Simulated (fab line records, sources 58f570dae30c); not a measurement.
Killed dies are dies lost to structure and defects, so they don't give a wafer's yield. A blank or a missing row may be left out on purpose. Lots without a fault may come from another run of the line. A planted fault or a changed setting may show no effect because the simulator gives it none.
A struck lot beside a sound one | flow berkeley_cmos170 | 17 steps out of a route of 331
Sound: wafers L918.1, L918.2, L918.6. Struck: wafers L926.1, L926.2, L926.3. The cause comes at the end.
At each step with rows: each side's tool, then ch and its chambers, then its first start. Under that, the readings that differ: sound wafers | struck wafers | difference of the means | sigmas: that difference in standard deviations of wafers without a fault.
alike: readings whose means differ by less than 2 such deviations, and words and numbers that are the same on both sides. not compared: withheld readings, readings that some wafer has no value for, bounds like >300 that may hide the same value, and numbers for which the record gives no deviation and whose values overlap.
The two part at a step that has a row with sigmas, a row that says differs or no value, or rows on one side only. Numbers that don't overlap but have no deviation are shown without sigmas and don't part them. A reading that every wafer of one side lacks parts them only if that side has two wafers or more.

first, 1 step without rows for these wafers: UCB170_M2_SOFTBAKE_06 (time 60 s).
UCB170_M2_STRIP_07: strips in O2.
  sound on plasma_asher-03 ch 0,1, day 9 21:42; struck on plasma_asher-03 ch 0,1, day 11 11:40
  alike: drypump_motor_current_A, oes_product_au, strip_time_to_endpoint_s
  not compared: rf_hours_counter_h
then, 7 steps without rows for these wafers: UCB170_M2_STRIP_08 (strips KrF in DMSO, time 600 s); UCB170_M2_COAT_09; UCB170_M2_COAT_10 (resist thk 900 nm); UCB170_M2_SOFTBAKE_11 (time 60 s); UCB170_M2_EXPOSE_12 (exposes mask METAL2, target cd 700 nm); UCB170_M2_PEB_13; UCB170_M2_DEVELOP_14 (develop time 45 s).
UCB170_M2_CD_MEAS_15: target cd 700 nm.
  sound on cd_sem-02, day 10 00:56; struck on cd_sem-01, day 11 13:50
  alike: cd_nm
UCB170_M2_OVL_MEAS_16:
  sound on overlay-01, day 10 01:04; struck on overlay-02, day 11 13:58
  alike: M2_OVL
UCB170_M2_ETCH_17: etches BARC in N2/H2.
  sound on rie_diel-04 ch 1,2,3, day 10 01:06; struck on rie_diel-01 ch 0,2,3, day 11 13:59
  alike: drypump_motor_current_A, n2_flow_sccm, oes_product_au, throttle_valve_pct
UCB170_M2_METAL_ETCH_18: etches Al in Cl2/BCl3, stops on SiO2, target depth 1170 nm, time 195 s.
  sound on rie_metal-04 ch 0,1, day 10 01:08; struck on rie_metal-01 ch 0,1, day 11 14:02
  reading                             | sound             | struck            | difference | sigmas
  drypump_motor_current_A (A)         | 5.2 4.9 5.2       | 5.6 6.4 6.4       | +1.0       | +2
  model.KrF_of_M2_COAT_10.thk_nm (nm) | 214.4 203.9 219.6 | 360.8 332.9 333.8 | +129.9     |
  model.SiO2_of_V1_CVD_00.thk_nm (nm) | 939.2 936.3 937.7 | 953.6 949.3 950.5 | +13.4      |
  model.M2.cd_nm (nm)                 | 695.2 694.5 695.1 | 711.5 717.2 713.9 | +19.3      |
  alike: oes_product_au, throttle_valve_pct
  not compared: rf_hours_counter_h
UCB170_M2_STRIP_19: strips in O2.
  sound on plasma_asher-02 ch 0,1, day 10 01:20; struck on plasma_asher-03 ch 0,1, day 11 14:13
  reading               | sound             | struck            | difference | sigmas
  oes_product_au (a.u.) | 0.550 0.537 0.550 | 0.692 0.662 0.675 | +0.131     | +9
  alike: drypump_motor_current_A
  not compared: rf_hours_counter_h
UCB170_M2_CD_MEAS_90: target cd 700 nm.
  sound on cd_sem-02, day 10 01:26; struck on cd_sem-02, day 11 14:48
  reading    | sound             | struck            | difference | sigmas
  cd_nm (nm) | 695.4 694.2 695.5 | 711.6 717.4 714.0 | +19.3      | +7
  not compared: hold
UCB170_V2_CVD_00: deposits SiO2 from TEOS/O2, target thk 2000 nm, time 250 s.
  sound on pecvd-02 ch 0,1, day 10 01:33; struck on pecvd-02 ch 0,1,2, day 11 21:36
  reading | sound | struck                                                                     | difference                   | sigmas
  hold    | - - - | await_dispo/6.5h/release await_dispo/6.5h/release await_dispo/6.5h/release | no value on the sound wafers |
  alike: heater_power_w, pressure_mtorr
  not compared: since_wet_clean_h
UCB170_M3_PROBE_99:
  sound on prober-02, day 10 09:51; struck on prober-01, day 12 02:43
  reading                               | sound                      | struck                                                                     | difference                   | sigmas
  hold                                  | - - -                      | await_dispo/7.1h/release await_dispo/7.1h/release await_dispo/7.1h/release | no value on the sound wafers |
  model.etest.antenna_m2.vt_shift_v (V) | -0.01251 -0.01138 -0.01282 | -0.003553 -0.01027 -0.01024                                                | +0.004216                    |

WHERE THEY PART
First at UCB170_M2_METAL_ETCH_18; last, within this record, at UCB170_M3_PROBE_99.

WHY: what the simulator had put in
Process parameter drift: rie_metal-01, from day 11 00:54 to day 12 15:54, at UCB170_M2_METAL_ETCH_18. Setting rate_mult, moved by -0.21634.
